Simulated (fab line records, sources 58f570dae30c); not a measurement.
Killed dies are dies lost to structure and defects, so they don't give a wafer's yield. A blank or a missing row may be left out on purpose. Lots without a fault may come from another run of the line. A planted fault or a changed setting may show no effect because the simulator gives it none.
One fault seen from 2 desks | flow berkeley_cmos170 | each desk has only its own numbers; what lay behind them comes last

THE METROLOGY DESK
What the gauges read, lot by lot, whatever tool the lot ran on: means of the sampled wafers that have a number. A lot is out of limits, marked OUT, if its mean lies more than 4 standard deviations from the usual mean; the brackets give that distance.
Columns: A = GATE_POLY_THK at UCB170_GATE_THK_MEAS_05, usual 214.2 nm; B = NLDD_TW at UCB170_NLDD_TW_MEAS_11, usual 2220; C = NLDD_RS at UCB170_SDANNEAL_RS_MEAS_05, usual 613.6 ohm/sq; D = V2_BOW at UCB170_V2_BOW_MEAS_03, usual 37 um
lot  | first seen here | A     | B    | C               | D
L495 | day 6 18:37     | 210.4 | 2194 | 613.5           | 39
L496 | day 7 07:06     | 211.4 | 2211 | 613.2           | 30
L497 | day 7 07:06     | 213.5 | 2196 | 613.5           | 35
L499 | day 7 21:23     | 213.7 | 2253 | 614.4           | 36
L500 | day 7 21:24     | 212.8 | 2185 | 613.7           | 33
L503 | day 8 22:08     | 212.0 | 2227 | 612.9           | 44
L504 | day 8 22:08     | 213.4 | 2248 | 613.8           | 36
L501 | day 8 22:10     | 215.1 | 2223 | 613.5           | 36
L510 | day 10 04:40    | 211.2 | 2154 | 662.3 (+44) OUT | 30
L509 | day 10 04:43    | 211.5 | 2216 | 613.3           | 40
L513 | day 10 18:07    | 213.7 | 2153 | 663.0 (+45) OUT | 36
L514 | day 11 06:07    | 215.0 | 2246 | 613.3           | 33
L516 | day 11 20:52    | 216.3 | 2199 | 614.3           | 40
L515 | day 11 20:55    | 213.8 | 2242 | 614.5           | 42
This desk's finding: out of limits on L510, L513; first on L510, day 11 00:48 (NLDD_RS at UCB170_SDANNEAL_RS_MEAS_05). In limits: L495, L496, L497, L499, L500, L503, L504, L501, L509, L514, L516, L515.

THE TOOL OWNER'S DESK: implanter-04
The tool's own readings at UCB170_NLDD_IMPLANT_08: means of the sampled wafers that have a number, for each lot that ran on this tool. A lot is out of limits, marked OUT, if its mean lies more than 4 standard deviations from the usual mean; the brackets give that distance.
Columns: A = beam_on_s at UCB170_NLDD_IMPLANT_08, usual 10.03 s; B = dose_ions_cm2 at UCB170_NLDD_IMPLANT_08, usual 5e+13; C = faraday_current_uA at UCB170_NLDD_IMPLANT_08, usual 158.1
lot  | first seen here | A     | B                       | C
L500 | day 8 05:19     | 10.02 | 5e+13                   | 158.2
L504 | day 9 03:41     | 10.00 | 5e+13                   | 158.8
L510 | day 10 11:35    | 10.13 | 4e+13 (-99 or more) OUT | 122.4 (-13) OUT
L513 | day 11 01:25    | 9.95  | 4e+13 (-99 or more) OUT | 124.1 (-13) OUT
This desk's finding: out of limits on L510, L513; first on L510, day 10 11:35 (dose_ions_cm2 at UCB170_NLDD_IMPLANT_08). In limits: L500, L504.

PUT TOGETHER
The tool owner's desk could have raised an alarm at day 10 11:35, on L510, L513.
The metrology desk could have raised an alarm at day 11 00:48, on L510, L513.
Of the lots named, all ran UCB170_NLDD_IMPLANT_08 on implanter-04.

WHAT THE SIMULATOR HAD PUT IN
Process parameter drift: implanter-04, from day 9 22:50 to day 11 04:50, at UCB170_NLDD_IMPLANT_08. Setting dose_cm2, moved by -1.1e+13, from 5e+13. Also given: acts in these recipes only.
Lots struck among those shown: L510, L513.
Hours from the fault's start to each desk's first reading out of limits: the tool owner's desk, 13; the metrology desk, 26.
